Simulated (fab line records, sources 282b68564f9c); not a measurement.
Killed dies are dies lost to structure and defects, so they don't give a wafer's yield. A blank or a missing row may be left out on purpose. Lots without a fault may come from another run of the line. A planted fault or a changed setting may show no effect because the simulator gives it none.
Problem report in the 8D (eight disciplines) form, filled by code | flow rit_cmos | the parts of the form that need people (team, actions taken, sign-off) are left out

1. THE PROBLEM
spin_speed_rpm at RIT_NRETRO_COAT_01 reads a mean of 1849.1 rpm on 9 wafers of 3 lots; wafers without a fault read 1999.9 rpm with a standard deviation of 1.7. That is -89 standard deviations from the usual mean.
The step: resist thk 1300 nm.
First seen on wafer L219.1, day 4 02:08, on litho_track-02. The record holds 45 wafers of 15 lots with a number at this step. Rule for "out", or "out of limits": more than 4 standard deviations from the usual mean. The other wafers with a number count as sound.

2. WHAT IT IS AND WHAT IT IS NOT
question                    | is                     | is not
which readings at this step | spin_speed_rpm         | -
which lots                  | L219, L220, L222       | L212, L213, L215, L221, L225, L226, L227, L228, L230, L231, L233, L234
which wafers of those lots  | all that have a number | -
read on which tools         | litho_track-02         | litho_track-01, litho_track-04
when                        | from day 4 02:08       | up to then (9 sound wafers); but 27 sound wafers of L221, L225, L226, L227, L228, L230, L231, L233, L234 came after

3. SUSPECTS, AND WHAT RULES EACH OUT
Counting: a tool at a process step up to the reading stays a suspect if it ran every lot that is out and no sound lot after the first of them.
- litho_track-02 at RIT_NRETRO_COAT_01 (resist thk 1300 nm): kept. It ran every lot that is out, first L219 (day 4 02:08), and no sound lot after that; its last sound lot up to then is L215 (day 2 23:32). Its own readings are out on those wafers: spin_speed_rpm.
Left after counting: litho_track-02 at RIT_NRETRO_COAT_01.

4. THE CAUSE (what the simulator had put in)
Process parameter drift: litho_track-02, from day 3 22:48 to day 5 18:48, at RIT_NRETRO_COAT_01. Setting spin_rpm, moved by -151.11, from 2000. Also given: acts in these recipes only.
Counting left only this tool.

5. THE CHAIN OF EFFECTS, in route order
Each row: a reading whose mean over the struck wafers that have a number lies more than 3 standard deviations from the usual. Only readings for which the record gives a usual standard deviation are gone through. hours: the time from each lot's start at the first step in this table that gives one to its start at this step, as a median over the lots. sigmas: the change in usual standard deviations.
hours | step               | reading        | usual      | on struck wafers | change | sigmas
0     | RIT_NRETRO_COAT_01 | spin_speed_rpm | 1999.9 rpm | 1849.1           | -150.8 | -89
The process steps in it:
- RIT_NRETRO_COAT_01: resist thk 1300 nm.

6. WHAT WOULD HAVE CAUGHT IT SOONER
In this record the first reading out of limits was taken at day 4 02:08, 3 hours after the fault began at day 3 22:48.
